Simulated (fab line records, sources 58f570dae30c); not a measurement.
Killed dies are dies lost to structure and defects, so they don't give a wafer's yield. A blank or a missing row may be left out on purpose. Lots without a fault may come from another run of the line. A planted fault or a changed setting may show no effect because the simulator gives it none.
Problem report in the 8D (eight disciplines) form, filled by code | flow berkeley_cmos170 | the parts of the form that need people (team, actions taken, sign-off) are left out

1. THE PROBLEM
spin_speed_rpm at UCB170_M1_COAT_03 reads a mean of 3072.4 rpm on 6 wafers of 2 lots; wafers without a fault read 3000.2 rpm with a standard deviation of 1.8. That is +40 standard deviations from the usual mean.
First seen on wafer L965.1, day 12 02:33, on litho_track-02. The record holds 42 wafers of 14 lots with a number at this step. Rule for "out", or "out of limits": more than 4 standard deviations from the usual mean. The other wafers with a number count as sound.

2. WHAT IT IS AND WHAT IT IS NOT
question                    | is                     | is not
which readings at this step | spin_speed_rpm         | -
which lots                  | L965, L966             | L947, L948, L949, L951, L953, L954, L955, L956, L958, L960, L961, L964
which wafers of those lots  | all that have a number | -
read on which tools         | litho_track-02         | litho_track-03, litho_track-04
when                        | from day 12 02:33      | up to then (36 sound wafers)

3. SUSPECTS, AND WHAT RULES EACH OUT
Counting: a tool at a process step up to the reading stays a suspect if it ran every lot that is out and no sound lot after the first of them.
- rie_diel-01 at UCB170_CONTACT_ETCH_17 (etches BARC in N2/H2): kept. It ran every lot that is out, first L965 (day 12 01:32), and no sound lot after that; its last sound lot up to then is L958 (day 10 21:02).
- litho_track-02 at UCB170_M1_COAT_03: kept. It ran every lot that is out, first L965 (day 12 02:33), and no sound lot after that; its last sound lot up to then is L964 (day 12 02:09). Its own readings are out on those wafers: spin_speed_rpm.
Left after counting: rie_diel-01 at UCB170_CONTACT_ETCH_17, litho_track-02 at UCB170_M1_COAT_03.

4. THE CAUSE (what the simulator had put in)
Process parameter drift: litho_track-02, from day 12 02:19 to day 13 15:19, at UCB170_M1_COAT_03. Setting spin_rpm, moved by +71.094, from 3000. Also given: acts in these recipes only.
Counting left 2 suspects, and this tool is among them.

5. THE CHAIN OF EFFECTS, in route order
Each row: a reading whose mean over the struck wafers that have a number lies more than 3 standard deviations from the usual. Only readings for which the record gives a usual standard deviation are gone through. hours: the time from each lot's start at the first step in this table that gives one to its start at this step, as a median over the lots. sigmas: the change in usual standard deviations.
hours | step              | reading        | usual      | on struck wafers | change | sigmas
0     | UCB170_M1_COAT_03 | spin_speed_rpm | 3000.2 rpm | 3072.4           | +72.2  | +40
The process steps in it:
- UCB170_M1_COAT_03

6. WHAT WOULD HAVE CAUGHT IT SOONER
In this record the first reading out of limits was taken at day 12 02:33, 0 hours after the fault began at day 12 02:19.
